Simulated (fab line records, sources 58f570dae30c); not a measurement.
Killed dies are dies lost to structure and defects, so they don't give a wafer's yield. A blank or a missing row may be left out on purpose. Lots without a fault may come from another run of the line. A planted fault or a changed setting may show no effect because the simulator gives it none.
Which tool did it? | flow berkeley_cmos170 | 13 lots, 39 wafers sampled, at 3 steps of a route of 331

WHAT THE GAUGES READ, wafer by wafer
UCB170_NWELL_THK_MEAS_02. Usual: NWELL_OXIDE_THK 26.5 nm, standard deviation 0.6.
lot  | measured    | on            | NWELL_OXIDE_THK (nm) | flag
L546 | day 2 03:44 | film_metro-02 | 26.6 26.0 26.6       |
L548 | day 2 10:17 | film_metro-03 | 27.3 27.2 27.3       |
L547 | day 2 10:19 | film_metro-02 | 27.0 26.7 26.6       |
L549 | day 2 19:56 | film_metro-02 | 27.0 27.6 27.6       |
L550 | day 3 02:15 | film_metro-03 | 26.4 26.7 26.5       |
L551 | day 3 02:15 | film_metro-02 | 26.6 26.1 25.8       |
L552 | day 3 10:27 | film_metro-01 | 25.6 26.0 25.3       |
L553 | day 3 18:35 | film_metro-01 | 27.0 26.5 27.1       |
L554 | day 3 18:35 | film_metro-02 | 26.8 26.1 26.4       |
L555 | day 3 18:38 | film_metro-01 | 26.9 26.8 26.0       |
L565 | day 6 01:22 | film_metro-02 | 26.8 26.9 26.6       |
L566 | day 6 08:10 | film_metro-02 | 25.9 26.0 25.7       |
L569 | day 7 03:38 | film_metro-02 | 27.1 26.6 27.1       |

UCB170_SACOX_THK_MEAS_02. Usual: SACOX_OXIDE_THK 14.32 nm, standard deviation 0.24.
lot  | measured     | on            | SACOX_OXIDE_THK (nm) | flag
L546 | day 5 10:10  | film_metro-04 | 14.42 14.18 14.38    |
L548 | day 5 18:46  | film_metro-04 | 14.53 14.50 14.49    |
L547 | day 5 18:47  | film_metro-02 | 14.53 14.72 14.39    |
L549 | day 6 15:06  | film_metro-04 | 14.14 14.05 14.17    |
L550 | day 6 15:08  | film_metro-02 | 14.28 14.18 14.04    |
L551 | day 6 15:04  | film_metro-02 | 14.21 14.59 14.21    |
L552 | day 6 15:08  | film_metro-04 | 13.92 13.65 14.11    |
L553 | day 7 06:53  | film_metro-04 | 14.37 14.53 14.57    |
L554 | day 7 06:53  | film_metro-01 | 14.38 14.41 14.21    |
L555 | day 7 06:52  | film_metro-02 | 14.34 14.69 14.61    |
L565 | day 9 16:33  | film_metro-01 | 17.09 17.34 17.29    | OFF
L566 | day 9 23:50  | film_metro-01 | 17.25 17.18 17.11    | OFF
L569 | day 10 16:53 | film_metro-04 | 14.48 14.33 14.26    |

UCB170_NVT_TW_MEAS_09. Usual: NVT_TW 528, standard deviation 3.9.
lot  | measured     | on            | NVT_TW      | flag
L546 | day 5 23:43  | film_metro-03 | 521 524 518 |
L548 | day 6 05:38  | film_metro-02 | 529 529 530 |
L547 | day 6 05:46  | film_metro-03 | 520 522 524 |
L549 | day 7 04:38  | film_metro-01 | 534 533 533 |
L550 | day 7 04:53  | film_metro-01 | 531 531 532 |
L551 | day 7 04:49  | film_metro-03 | 522 520 520 |
L552 | day 7 04:20  | film_metro-02 | 529 527 526 |
L553 | day 7 21:52  | film_metro-02 | 525 526 529 |
L554 | day 7 22:02  | film_metro-01 | 527 532 533 |
L555 | day 7 21:44  | film_metro-03 | 520 521 521 |
L565 | day 10 07:27 | film_metro-02 | 529 528 528 |
L566 | day 10 13:31 | film_metro-02 | 531 527 526 |
L569 | day 11 06:22 | film_metro-02 | 532 531 528 |

WHICH TOOL RAN EACH LOT (tool, then ch and the chambers of the sampled wafers, then the start)
The record holds no process step before these readings.

WHAT THE TOOLS THEMSELVES READ (means of the sampled wafers that have a number; where no wafer has one, the mark that the record gives instead)
The record holds no such reading with a usual standard deviation.

THE ANSWER, worked out from the rows above alone
Rule: a lot is off if the mean of its wafers that have a number lies more than 3 standard deviations from the usual mean. A lot without any number at a reading at which 4 lots or more have one is off too. The other lots that the step has rows for count as sound. The gauges are gone through in route order, then the tools' own readings, and for those a lot's mean is taken as printed above. The first step at which some lot is off is used, and at that step the reading that is off furthest; a lot without a number counts as furthest.
Off: L565, L566, at UCB170_SACOX_THK_MEAS_02 (SACOX_OXIDE_THK).
A tool fits if, at a process step before that reading, it ran every lot that is off, and no sound lot after the first of them. The gauges at UCB170_SACOX_THK_MEAS_02 are tried like those tools. One fits: film_metro-01 at UCB170_SACOX_THK_MEAS_02. Its last sound lot is L554 (day 7 06:53), its first lot that is off L565 (day 9 16:33): a fault that began between those two fits.

WHAT THE SIMULATOR HAD PUT IN
Metrology matching offset: film_metro-01, from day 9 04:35 on, at UCB170_SACOX_THK_MEAS_02. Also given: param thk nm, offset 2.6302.
Lots struck among those shown: L565, L566. The rule above found the same.
